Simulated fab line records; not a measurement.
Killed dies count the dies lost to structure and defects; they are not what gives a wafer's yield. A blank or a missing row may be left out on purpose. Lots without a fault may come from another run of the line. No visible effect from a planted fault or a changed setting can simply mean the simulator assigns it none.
A struck lot beside a sound one	flow berkeleyCmos170	24 steps out of a route of 331
Sound: these wafers, L678.1, L678.3, L678.4. Wafers struck: L687.3, L687.4, L687.6. The cause comes at the end.
Per side, at each step with rows, come the tool, then ch with its chambers, and then its first start. Under that, the readings that differ: sound wafers	struck wafers	difference of the means	sigmas: that difference in standard deviations of wafers without a fault.
alike: readings with means less than 2 such deviations apart, plus words and numbers identical on both sides. not compared: withheld readings, readings lacking a value on some wafer, bounds such as >300 that could conceal the same value, and numbers that have no deviation in the record and whose values overlap.
The two part at a step that has a row with sigmas, a row that says differs or no value, or rows on one side only. Numbers that have no deviation but don't overlap get no sigmas and don't part them. A reading that every wafer of one side lacks parts them only if that side has two wafers or more.

UCB170_NWELL_ETCH_13: etches Si3N4 in CH3F/Ar/O2, stops on SiO2, target depth 246.4 nm, time 154 s.
  sound on rieDiel-03 ch 0,1,2, day 3 08:05; struck on rieDiel-01 ch 1,3, day 5 06:02
  alike: O2_flow_sccm, drypumpMotorCurrentA, oesProductAu, throttleValvePct
  not compared: rfHoursCounterH
next, for these wafers, 1 step has no rows: UCB170_NWELL_IMPLANT_14.
UCB170_NWELL_STRIP_15: strips in O2.
  sound on plasmaAsher-04 ch 0,1, day 3 08:21; struck on plasmaAsher-01 ch 0,1, day 5 06:19
  alike: drypumpMotorCurrentA, oesProductAu, stripTimeToEndpointS
  not compared: rfHoursCounterH
UCB170_NWELL_TW_MEAS_16:
  struck on filmMetro-03, day 5 06:24; sound on filmMetro-02, day 3 08:27
  alike: NWELL_TW
then, 6 steps without rows for these wafers: UCB170_NWELL_CLEAN_17 (cleans in SPM, time 600 s); UCB170_NWELL_WET_ETCH_18 (etches Si3N4 in H3PO4, time 14400 s); UCB170_NWELL_WET_ETCH_19 (etches SiO2 in BOE, time 22 s); UCB170_PWELL_CLEAN_00 (cleans in SPM, time 600 s); UCB170_PWELL_CLEAN_01 (cleans in dHF, time 60 s); UCB170_PWELL_OXIDATION_02 (target thk 26.4 nm, ox time 1260 s).
UCB170_PWELL_THK_MEAS_03:
  struck on filmMetro-02, day 5 16:32; sound on filmMetro-03, day 3 20:56
  alike: PWELL_OXIDE_THK
then, 1 step without rows for these wafers: UCB170_PWELL_ANNEAL_04 (time 900 s).
UCB170_PWELL_CVD_05: deposits Si3N4 from SiH2Cl2/NH3, target thk 220 nm, time 3300 s.
  sound on lpcvd-01 ch 1, day 4 04:50; struck on lpcvd-01 ch 1, day 5 21:52
reading	sound	struck	difference	sigmas
model.Si3N4_of_PWELL_CVD_05.thkNm (nm)	222.4 221.5 221.9	415.4 416.1 415.5	+193.7	
  alike: zonePowerSourcePct
UCB170_PWELL_THK_MEAS_06:
  struck on filmMetro-02, day 5 23:48; sound on filmMetro-04, day 4 06:45
reading	sound	struck	difference	sigmas
PWELL_NITRIDE_THK (nm)	222.5 221.6 221.9	415.0 416.0 415.6	+193.5	+99 or more
then, 6 steps without rows for these wafers: UCB170_PWELL_HMDS_07 (prime time 60 s); UCB170_PWELL_COAT_08 (resist thk 900 nm); UCB170_PWELL_SOFTBAKE_09 (time 60 s); UCB170_PWELL_EXPOSE_10 (exposes mask PWELL, target cd 3000 nm); UCB170_PWELL_PEB_11; UCB170_PWELL_DEVELOP_12 (develop time 45 s).
UCB170_PWELL_OVL_MEAS_13:
  struck on overlay-01, day 6 01:25; sound on overlay-01, day 4 08:08
  alike: PWELL_OVL
UCB170_PWELL_ETCH_14: etches Si3N4 in CH3F/Ar/O2, stops on SiO2, target depth 242 nm, time 151 s.
  sound on rieDiel-01 ch 0,2,3, day 4 08:10; struck on rieDiel-01 ch 0,3, day 6 01:26
reading	sound	struck	difference	sigmas
oesProductAu (a.u.)	0.950 0.921 0.923	0.990 1.014 1.012	+0.074	+5
model.etch.depthNm (nm)	222.4 221.5 221.9	246.1 247.1 246.2	+24.5	
  alike: O2_flow_sccm, drypumpMotorCurrentA, throttleValvePct
  not compared: rfHoursCounterH
next, for these wafers, 1 step has no rows: UCB170_PWELL_IMPLANT_15.
-- the record jumps here: 6 days lie between the struck wafers' starts before and after (it left off in module PWELL and takes up again in module M3, whose first step shown is number 331 of the route) --
UCB170_M3_PROBE_99:
  record: rows for the struck wafers here (prober-01, day 12 05:24), none for the sound ones

WHERE THEY PART
First at UCB170_PWELL_THK_MEAS_06; last, within this record, at UCB170_M3_PROBE_99.

WHY: whatever the simulator had introduced
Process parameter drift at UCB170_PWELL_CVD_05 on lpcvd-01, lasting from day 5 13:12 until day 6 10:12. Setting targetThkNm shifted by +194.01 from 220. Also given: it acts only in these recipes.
